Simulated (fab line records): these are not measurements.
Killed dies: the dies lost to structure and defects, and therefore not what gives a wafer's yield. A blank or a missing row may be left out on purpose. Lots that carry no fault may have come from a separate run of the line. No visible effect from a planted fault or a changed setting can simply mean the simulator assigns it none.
Which tool did it? ; flow ritCmos ; route of 202 steps, sampled at 1 step: 10 lots, 30 wafers

WHAT EACH GAUGE READ, for each wafer
RIT_SILICIDE_THK_MEAS_03: measures by xrf.
lot;measured;on;SILICIDE_TI_THK (nm)
L964;day 3 15:11;filmMetro-02;30.7 30.9 30.5
L965;day 3 21:24;filmMetro-02;30.2 30.5 30.7
L971;day 4 20:03;filmMetro-02;31.6 31.6 31.8
L974;day 5 09:05;filmMetro-02;31.1 31.4 31.3
L976;day 5 20:01;filmMetro-02;31.4 31.1 31.1
L978;day 6 06:14;filmMetro-01;30.4 30.8 30.9
L979;day 6 12:31;filmMetro-01;30.5 30.6 30.6
L980;day 6 14:15;filmMetro-01;30.3 30.5 30.4
L981;day 6 16:11;filmMetro-03;30.4 30.2 30.4
L985;day 7 16:29;filmMetro-03;30.0 30.3 29.8

EACH LOT AND THE TOOL THAT RAN IT (in order: tool; ch and the chambers of the sampled wafers; start)
Before these readings, the record contains no process step.

THE ANSWER, worked out from the rows above alone
Rule: the usual values come from the lots themselves. The widest of any qualifying gaps counts: lots, ordered by their means at a reading, are off when they make up no more than a third of the lots, leave a main group of 4 or more, and stand apart from it by 3 or more times the standard deviation of that group's means. A main group is skipped when, at the precision printed for the reading in the tables above, its means are all equal. Also off: a lot with no number at a reading for which 4 or more lots have one. All remaining lots with rows at the step are treated as sound.
No lot is off at any reading shown: from this, nothing can be told.

WHAT THE SIMULATOR HAD PUT IN
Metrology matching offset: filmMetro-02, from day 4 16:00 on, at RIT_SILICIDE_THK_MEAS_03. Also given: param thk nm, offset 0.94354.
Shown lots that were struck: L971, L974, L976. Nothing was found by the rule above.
